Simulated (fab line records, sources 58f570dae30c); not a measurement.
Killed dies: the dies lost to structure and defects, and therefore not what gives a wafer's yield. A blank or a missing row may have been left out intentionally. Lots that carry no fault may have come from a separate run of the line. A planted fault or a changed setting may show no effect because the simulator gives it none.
Which tool was responsible? :: flow berkeley-cmos170 :: 6 lots, 18 wafers sampled, at 1 step of a route of 331

== WHAT EACH GAUGE READ, for each wafer ==
UCB170_CONTACT_CD_MEAS_90 targets a cd of 700 nm.
lot: L651
measured: day 8 01:03
on: cd-sem-02
cd-nm (nm): 698.5 699.4 699.0

lot: L653
measured: day 9 05:38
on: cd-sem-02
cd-nm (nm): 700.2 699.6 700.8

lot: L661
measured: day 10 13:59
on: cd-sem-02
cd-nm (nm): 698.8 697.7 696.0

lot: L663
measured: day 11 03:43
on: cd-sem-01
cd-nm (nm): 699.0 699.7 699.5

lot: L666
measured: day 11 12:16
on: cd-sem-01
cd-nm (nm): 701.3 700.4 700.8

lot: L670
measured: day 12 10:37
on: cd-sem-01
cd-nm (nm): 699.7 701.5 699.8

== EACH LOT AND THE TOOL THAT RAN IT (in order: tool; ch and the chambers of the sampled wafers; start) ==
There is no process step in the record ahead of these readings.

== THE ANSWER, worked out from the rows above alone ==
Rule: the usual values come from the lots themselves. Put in order of their means at a reading, lots are off if they are a third of the lots or fewer, leave a main group of 4 or more, and stand apart from it by a gap of 3 or more times the standard deviation of the main group's means; of several such gaps the widest counts. The tables above print the reading to a certain number of digits; a main group whose means all agree to those digits is not used. A lot without any number at a reading at which 4 lots or more have one is off too. All remaining lots with rows at the step are treated as sound.
No lot is off at any reading shown: from this, nothing can be told.

== WHAT HAD BEEN PUT IN BY THE SIMULATOR ==
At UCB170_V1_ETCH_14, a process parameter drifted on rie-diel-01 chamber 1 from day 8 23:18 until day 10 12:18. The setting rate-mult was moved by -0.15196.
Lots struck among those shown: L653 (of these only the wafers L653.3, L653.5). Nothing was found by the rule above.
